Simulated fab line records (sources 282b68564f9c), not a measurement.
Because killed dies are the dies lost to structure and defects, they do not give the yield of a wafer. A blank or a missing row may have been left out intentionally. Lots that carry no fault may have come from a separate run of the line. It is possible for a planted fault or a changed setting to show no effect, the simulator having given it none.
Which tool did it?    flow rit cmos    route of 202 steps, sampled at 1 step: 15 lots, 45 wafers

WHAT EACH GAUGE READ, for each wafer
The record holds no reading of a measuring or inspecting step that can be judged against a usual standard deviation.

WHAT TOOL EACH LOT RAN ON (gives the tool, then ch and the chambers of the sampled wafers, and finally the start)
lot   RIT_NRETRO_DEVELOP_05
L272  litho track-04 ch 0, day 2 05:00
L273  litho track-01 ch 0, day 2 09:00
L274  litho track-01 ch 0, day 2 15:00
L275  litho track-01 ch 0, day 2 20:00
L276  litho track-02 ch 0, day 3 01:00
L278  litho track-02 ch 0, day 3 10:00
L280  litho track-01 ch 0, day 3 21:00
L281  litho track-02 ch 0, day 4 03:00
L282  litho track-04 ch 0, day 4 07:00
L284  litho track-04 ch 0, day 4 17:00
L291  litho track-04, day 6 06:00
L292  litho track-04, day 6 11:00
L293  litho track-02, day 6 16:00
L294  litho track-01 ch 0, day 6 20:00
L295  litho track-04 ch 0, day 7 02:00
- RIT_NRETRO_DEVELOP_05: develop time 68 s.

AS READ BY THE TOOLS THEMSELVES (means over the sampled wafers that have a number; for cases with no such wafer, the mark the record gives instead)
RIT_NRETRO_DEVELOP_05.
lot   tool            chill plate temp C (C)  resist line temp C (C)
L272  litho track-04  23.06                   23.01
L273  litho track-01  22.98                   23.05
L274  litho track-01  23.03                   23.02
L275  litho track-01  22.89                   22.98
L276  litho track-02  23.03                   23.09
L278  litho track-02  22.93                   23.07
L280  litho track-01  23.13                   23.08
L281  litho track-02  22.91                   23.02
L282  litho track-04  23.04                   23.09
L284  litho track-04  22.91                   22.96
L291  litho track-04  -                       -
L292  litho track-04  -                       -
L293  litho track-02  -                       -
L294  litho track-01  22.94                   23.09
L295  litho track-04  22.93                   23.20

THE ANSWER, worked out from the rows above alone
Rule: the usual values come from the lots themselves. Put in order of their means at a reading, lots are off if they are a third of the lots or fewer, leave a main group of 4 or more, and stand apart from it by a gap of 3 or more times the standard deviation of the main group's means; of several such gaps the widest counts. A main group whose means are all the same, to the digits that the tables above print for the reading, isn't used. A lot without any number at a reading at which 4 lots or more have one is off too. The other lots that the step has rows for count as sound. First the gauges in route order, then the tools' own readings, where a lot's mean is used as printed above. At the first step where some lot is off, the reading lying furthest off is the one used; lots without a number count as furthest.
Off, at RIT_NRETRO_DEVELOP_05 on chill plate temp C: L291, L292, L293. Without a number there: L291, L292, L293. The main group has a mean of 22.98 C with a standard deviation of 0.072.
If a tool, at that step or one of the process steps before it, ran each lot that is off and ran no sound lot following the first of them, it fits. No candidate that was tried fits.

WHAT HAD BEEN PUT IN BY THE SIMULATOR
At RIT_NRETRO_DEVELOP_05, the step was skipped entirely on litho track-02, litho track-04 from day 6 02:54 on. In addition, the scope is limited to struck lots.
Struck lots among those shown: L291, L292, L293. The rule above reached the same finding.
